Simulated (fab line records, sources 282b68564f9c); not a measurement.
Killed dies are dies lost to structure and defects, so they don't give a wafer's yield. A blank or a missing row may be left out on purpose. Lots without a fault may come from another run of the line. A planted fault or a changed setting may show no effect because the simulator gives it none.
Which tool did it? | flow rit_cmos | 14 lots, 42 wafers sampled, at 2 steps of a route of 202

WHAT THE GAUGES READ, wafer by wafer
RIT_FOX1_THK_MEAS_01. Usual: FOX1_OXIDE_THK 350 nm, standard deviation 5.3.
lot  | measured    | on            | FOX1_OXIDE_THK (nm) | flag
L367 | day 1 18:46 | film_metro-02 | 353 353 362         |
L368 | day 1 22:25 | film_metro-03 | 360 356 358         |
L369 | day 2 04:45 | film_metro-02 | 359 358 353         |
L370 | day 2 09:41 | film_metro-02 | 342 346 346         |
L371 | day 2 14:26 | film_metro-04 | 355 343 349         |
L372 | day 2 19:07 | film_metro-03 | 356 352 355         |
L373 | day 2 23:24 | film_metro-02 | 352 354 350         |
L375 | day 3 13:53 | film_metro-02 | 347 344 351         |
L378 | day 4 02:38 | film_metro-04 | 320 322 326         | OFF
L380 | day 4 12:53 | film_metro-03 | 353 356 356         |
L382 | day 4 23:08 | film_metro-04 | 321 320 323         | OFF
L383 | day 5 05:03 | film_metro-03 | 344 355 344         |
L385 | day 5 14:28 | film_metro-02 | 352 350 349         |
L390 | day 6 12:48 | film_metro-04 | 358 356 353         |

WHICH TOOL RAN EACH LOT (tool, then ch and the chambers of the sampled wafers, then the start)
lot  | RIT_FOX1_OXIDATION_00
L367 | furnace-03 ch 0, day 1 17:26
L368 | furnace-03 ch 0, day 1 21:06
L369 | furnace-01 ch 0, day 2 03:25
L370 | furnace-04 ch 0, day 2 08:22
L371 | furnace-01 ch 0, day 2 13:07
L372 | furnace-03 ch 0, day 2 17:48
L373 | furnace-01 ch 0, day 2 22:05
L375 | furnace-03 ch 0, day 3 12:34
L378 | furnace-01 ch 0, day 4 01:18
L380 | furnace-03 ch 0, day 4 11:34
L382 | furnace-01 ch 0, day 4 21:49
L383 | furnace-03 ch 0, day 5 03:44
L385 | furnace-03 ch 0, day 5 13:08
L390 | furnace-04 ch 0, day 6 11:28
- RIT_FOX1_OXIDATION_00: target thk 350.7 nm, ox time 1130 s.

WHAT THE TOOLS THEMSELVES READ (means of the sampled wafers that have a number; where no wafer has one, the mark that the record gives instead)
RIT_FOX1_OXIDATION_00. Usual: spike_tc_centre_C 1103.0 C, standard deviation 1; spike_tc_load_C 1126.1 C, standard deviation 2.9; spike_tc_source_C 1127.6 C, standard deviation 1.6; tube_center_temp_C 1100 C, standard deviation 0.097; tube_center_temp_C_max 1102.9, standard deviation 0.47; zone_power_load_pct 46 %, standard deviation 5.9.
lot  | tool       | spike_tc_centre_C (C) | spike_tc_load_C (C) | spike_tc_source_C (C) | tube_center_temp_C (C) | tube_center_temp_C_max | zone_power_load_pct (%) | flag
L367 | furnace-03 | 1102.6                | 1129.6              | 1125.9                | 1100                   | 1102.8                 | 54                      |
L368 | furnace-03 | 1101.5                | 1129.1              | 1124.8                | 1100                   | 1103.0                 | 53                      |
L369 | furnace-01 | 1102.8                | 1122.9              | 1127.9                | 1100                   | 1102.6                 | 42                      |
L370 | furnace-04 | 1102.3                | 1125.2              | 1128.6                | 1100                   | 1102.6                 | 40                      |
L371 | furnace-01 | 1102.7                | 1124.7              | 1128.8                | 1100                   | 1103.5                 | 42                      |
L372 | furnace-03 | 1103.5                | 1128.9              | 1126.0                | 1100                   | 1102.5                 | 54                      |
L373 | furnace-01 | 1103.3                | 1122.6              | 1129.0                | 1100                   | 1102.5                 | 42                      |
L375 | furnace-03 | 1102.9                | 1129.0              | 1125.7                | 1100                   | 1102.6                 | 54                      |
L378 | furnace-01 | 1089.6                | 1107.5              | 1112.7                | 1085                   | 1087.5                 | 41                      | OFF
L380 | furnace-03 | 1102.7                | 1128.7              | 1125.6                | 1100                   | 1102.9                 | 54                      |
L382 | furnace-01 | 1089.0                | 1107.9              | 1112.7                | 1085                   | 1088.3                 | 40                      | OFF
L383 | furnace-03 | 1103.1                | 1130.0              | 1126.1                | 1100                   | 1103.3                 | 53                      |
L385 | furnace-03 | 1102.2                | 1129.7              | 1126.6                | 1100                   | 1102.5                 | 53                      |
L390 | furnace-04 | 1101.9                | 1125.1              | 1128.2                | 1100                   | 1103.0                 | 39                      |

THE ANSWER, worked out from the rows above alone
Rule: a lot is off if the mean of its wafers that have a number lies more than 3 standard deviations from the usual mean. A lot without any number at a reading at which 4 lots or more have one is off too. The other lots that the step has rows for count as sound. The gauges are gone through in route order, then the tools' own readings, and for those a lot's mean is taken as printed above. The first step at which some lot is off is used, and at that step the reading that is off furthest; a lot without a number counts as furthest.
Off: L378, L382, at RIT_FOX1_THK_MEAS_01 (FOX1_OXIDE_THK).
A tool fits if, at a process step before that reading, it ran every lot that is off, and no sound lot after the first of them. The gauges at RIT_FOX1_THK_MEAS_01 aren't tried: what is off there is off at RIT_FOX1_OXIDATION_00 too, on other tools, and a gauge's error can't cause that. One fits: furnace-01 at RIT_FOX1_OXIDATION_00. Its last sound lot is L373 (day 2 22:05), its first lot that is off L378 (day 4 01:18): a fault that began between those two fits.
The tool's own readings at RIT_FOX1_OXIDATION_00 bear it out: on the lots that are off they differ by more than 5 times the standard deviation of the sound lots' means. spike_tc_centre_C reads 1089.3 C there against 1102.6 C on the sound lots; spike_tc_load_C reads 1107.7 C there against 1127.1 C on the sound lots; spike_tc_source_C reads 1112.7 C there against 1126.9 C on the sound lots; tube_center_temp_C reads 1085 C there against 1100 C on the sound lots; tube_center_temp_C_max reads 1087.9 there against 1102.8 on the sound lots.

WHAT THE SIMULATOR HAD PUT IN
Process parameter drift: furnace-01, from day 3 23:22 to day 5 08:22, at RIT_FOX1_OXIDATION_00. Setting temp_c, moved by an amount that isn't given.
Lots struck among those shown: L378, L382. The rule above found the same.
